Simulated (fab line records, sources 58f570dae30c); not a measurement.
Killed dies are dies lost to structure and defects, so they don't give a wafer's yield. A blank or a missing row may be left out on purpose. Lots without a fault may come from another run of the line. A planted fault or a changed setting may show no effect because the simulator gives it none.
Problem report in the 8D (eight disciplines) form, filled by code | flow berkeley_cmos170 | the parts of the form that need people (team, actions taken, sign-off) are left out

1. THE PROBLEM
cd_nm at UCB170_V2_CD_MEAS_12 reads a mean of 685.0 nm on 6 wafers of 2 lots; wafers without a fault read 699.8 nm with a standard deviation of 1.4. That is -11 standard deviations from the usual mean.
The step: target cd 700 nm.
First seen on wafer L225.1, day 12 15:25, on cd_sem-01. The record holds 42 wafers of 14 lots with a number at this step. Rule for "out", or "out of limits": more than 4 standard deviations from the usual mean. The other wafers with a number count as sound.

2. WHAT IT IS AND WHAT IT IS NOT
question                    | is                     | is not
which readings at this step | cd_nm                  | -
which lots                  | L224, L225             | L206, L207, L208, L211, L212, L213, L214, L215, L217, L218, L228, L229
which wafers of those lots  | all that have a number | -
read on which gauges        | cd_sem-01              | cd_sem-02
when                        | from day 12 15:25      | up to then (30 sound wafers); but 6 sound wafers of L228, L229 came after

3. SUSPECTS, AND WHAT RULES EACH OUT
Counting: a tool at a process step up to the reading stays a suspect if it ran every lot that is out and no sound lot after the first of them.
- the gauge at UCB170_V2_CD_MEAS_12: ruled out. All the wafers that are out were read on cd_sem-01, but those of them that UCB170_V2_PEB_10 has rows for are out there too, on other tools.
- litho_track-04 at UCB170_V2_PEB_10: kept. It ran every lot that is out, first L225 (day 12 15:08), and no sound lot after that; its last sound lot up to then is L217 (day 10 17:03). Its own readings are out on those wafers: heater_power_total_W.
Left after counting: litho_track-04 at UCB170_V2_PEB_10.

4. THE CAUSE (what the simulator had put in)
Process parameter drift: litho_track-04, from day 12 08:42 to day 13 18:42, at UCB170_V2_PEB_10. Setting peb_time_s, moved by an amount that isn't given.
Counting left only this tool.

5. THE CHAIN OF EFFECTS, in route order
Each row: a reading whose mean over the struck wafers that have a number lies more than 3 standard deviations from the usual. Only readings for which the record gives a usual standard deviation are gone through. hours: the time from each lot's start at the first step in this table that gives one to its start at this step, as a median over the lots. sigmas: the change in usual standard deviations.
hours | step                 | reading              | usual    | on struck wafers | change | sigmas
0     | UCB170_V2_PEB_10     | heater_power_total_W | 56.80 W  | 60.51            | +3.71  | +79
0     | UCB170_V2_CD_MEAS_12 | cd_nm                | 699.8 nm | 685.0            | -14.8  | -11
1     | UCB170_V2_CD_MEAS_90 | cd_nm                | 699.7 nm | 684.9            | -14.9  | -11
The process steps in it:
- UCB170_V2_PEB_10
Later measuring or inspecting steps at which every struck wafer that the step has a row for has a number for every such reading, and none has moved that far: UCB170_M3_THK_MEAS_03.

6. WHAT WOULD HAVE CAUGHT IT SOONER
In this record the first reading out of limits at a measuring or inspecting step was taken at day 12 15:25, 7 hours after the fault began at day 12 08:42.
The tool's own readings at UCB170_V2_PEB_10 were out on every struck wafer that the step has a row for (heater_power_total_W): an alarm limit on them would have fired on the first of those.
Of the lots that are out (2), L224 began UCB170_V2_PEB_10 on litho_track-04 after day 12 15:25. A hold on the tool at that time would have spared it.
